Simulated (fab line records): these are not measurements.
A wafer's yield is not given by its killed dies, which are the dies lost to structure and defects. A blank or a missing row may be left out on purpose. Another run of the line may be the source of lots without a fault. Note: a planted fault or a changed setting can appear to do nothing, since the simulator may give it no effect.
Shared-tool check :: flow rit_cmos :: Sample size 13 lots and 39 wafers

REASON IT WAS OPENED
At RIT_ACTIVE_CD_MEAS_11 the reading cd_nm is flagged on 1 of 13 lots. Wafers without a fault read 1400.1 nm, standard deviation 1.7.
Rule: a lot is flagged in two cases, either no wafer of it has a number, or all its wafers with numbers fall more than 4 standard deviations from that mean. All remaining lots are regarded as sound.

lot: L765
measured: day 1 15:10
on: cd_sem-01
cd_nm (nm), wafer by wafer: 1398.8 1397.3 1398.7
flag: 

lot: L766
measured: day 1 19:35
on: cd_sem-02
cd_nm (nm), wafer by wafer: 1400.9 1400.4 1400.7
flag: 

lot: L768
measured: day 2 05:34
on: cd_sem-02
cd_nm (nm), wafer by wafer: 1400.0 1399.8 1400.3
flag: 

lot: L770
measured: day 2 15:34
on: cd_sem-01
cd_nm (nm), wafer by wafer: 1401.1 1398.5 1400.3
flag: 

lot: L772
measured: day 3 01:46
on: cd_sem-02
cd_nm (nm), wafer by wafer: 1402.3 1403.3 1400.5
flag: 

lot: L774
measured: day 3 11:35
on: cd_sem-01
cd_nm (nm), wafer by wafer: 1401.4 1400.4 1402.7
flag: 

lot: L775
measured: day 3 16:26
on: cd_sem-01
cd_nm (nm), wafer by wafer: 1400.0 1399.6 1399.3
flag: 

lot: L776
measured: day 3 21:35
on: cd_sem-02
cd_nm (nm), wafer by wafer: 1402.7 1401.2 1401.2
flag: 

lot: L777
measured: day 4 02:58
on: cd_sem-01
cd_nm (nm), wafer by wafer: 1279.1 1280.3 1279.1
flag: FLAGGED

lot: L780
measured: day 4 17:28
on: cd_sem-02
cd_nm (nm), wafer by wafer: 1399.6 1398.4 1400.5
flag: 

lot: L781
measured: day 4 22:36
on: cd_sem-01
cd_nm (nm), wafer by wafer: 1400.6 1397.7 1399.5
flag: 

lot: L787
measured: day 6 05:21
on: cd_sem-02
cd_nm (nm), wafer by wafer: 1399.2 1398.0 1397.9
flag: 

lot: L788
measured: day 6 10:47
on: cd_sem-02
cd_nm (nm), wafer by wafer: 1401.8 1397.7 1402.8
flag: 
On average the flagged lots' numbers are 1279.5 nm, which is -120.6 nm against the usual, or -71 standard deviations.

WHICH TOOL RAN EACH LOT
The record holds 1 process step before the reading, out of a route of 202 steps. Every cell lists first the tool, next ch and the chambers used by the sampled wafers, and last the start.
lot: L765
flag: 
RIT_ACTIVE_EXPOSE_08: iline_stepper-02 ch 0, day 1 14:46

lot: L766
flag: 
RIT_ACTIVE_EXPOSE_08: iline_stepper-01 ch 0, day 1 19:11

lot: L768
flag: 
RIT_ACTIVE_EXPOSE_08: iline_stepper-01 ch 0, day 2 05:10

lot: L770
flag: 
RIT_ACTIVE_EXPOSE_08: iline_stepper-01 ch 0, day 2 15:10

lot: L772
flag: 
RIT_ACTIVE_EXPOSE_08: iline_stepper-02 ch 0, day 3 01:22

lot: L774
flag: 
RIT_ACTIVE_EXPOSE_08: iline_stepper-01 ch 0, day 3 11:11

lot: L775
flag: 
RIT_ACTIVE_EXPOSE_08: iline_stepper-01 ch 0, day 3 16:02

lot: L776
flag: 
RIT_ACTIVE_EXPOSE_08: iline_stepper-02 ch 0, day 3 21:11

lot: L777
flag: FLAGGED
RIT_ACTIVE_EXPOSE_08: iline_stepper-02 ch 0, day 4 02:34

lot: L780
flag: 
RIT_ACTIVE_EXPOSE_08: iline_stepper-02 ch 0, day 4 17:04

lot: L781
flag: 
RIT_ACTIVE_EXPOSE_08: iline_stepper-01 ch 0, day 4 22:12

lot: L787
flag: 
RIT_ACTIVE_EXPOSE_08: iline_stepper-01 ch 0, day 6 04:52

lot: L788
flag: 
RIT_ACTIVE_EXPOSE_08: iline_stepper-02 ch 0, day 6 10:22
What the steps here do:
- RIT_ACTIVE_EXPOSE_08: exposes mask M1, target cd 1400 nm.
- RIT_ACTIVE_CD_MEAS_11: target cd 1400 nm.

FLAGGED AGAINST TOTAL, ONE TOOL AT A TIME (gauges that did the reading follow at the end)
step: RIT_ACTIVE_EXPOSE_08
tool: iline_stepper-01
lots run: 7
flagged: 0
share of the flagged lots: none
sound lots run after its first flagged lot: -

step: RIT_ACTIVE_EXPOSE_08
tool: iline_stepper-02
lots run: 6
flagged: 1
share of the flagged lots: all
sound lots run after its first flagged lot: 2 (L780,L788)

step: RIT_ACTIVE_CD_MEAS_11
tool: cd_sem-01
lots run: 6
flagged: 1
share of the flagged lots: all
sound lots run after its first flagged lot: 1 (L781)

step: RIT_ACTIVE_CD_MEAS_11
tool: cd_sem-02
lots run: 7
flagged: 0
share of the flagged lots: none
sound lots run after its first flagged lot: -

THE TABLE: WHAT IT ALLOWS
2 rows of the table ran every flagged lot: iline_stepper-02 at RIT_ACTIVE_EXPOSE_08, cd_sem-01 at RIT_ACTIVE_CD_MEAS_11.
- iline_stepper-02 at RIT_ACTIVE_EXPOSE_08 ran 6 lots, 1 of them flagged. After the first flagged lot (L780, L788), sound lots still ran on it; a lasting fault on the whole tool would not permit that.
- cd_sem-01 at RIT_ACTIVE_CD_MEAS_11 ran 6 lots, 1 of them flagged. After the first flagged lot (L781), sound lots still ran on it; a lasting fault on the whole tool would not permit that.
Every row of the table either missed a flagged lot or ran a sound lot after the first.

WHAT THE SIMULATOR HAD PUT IN
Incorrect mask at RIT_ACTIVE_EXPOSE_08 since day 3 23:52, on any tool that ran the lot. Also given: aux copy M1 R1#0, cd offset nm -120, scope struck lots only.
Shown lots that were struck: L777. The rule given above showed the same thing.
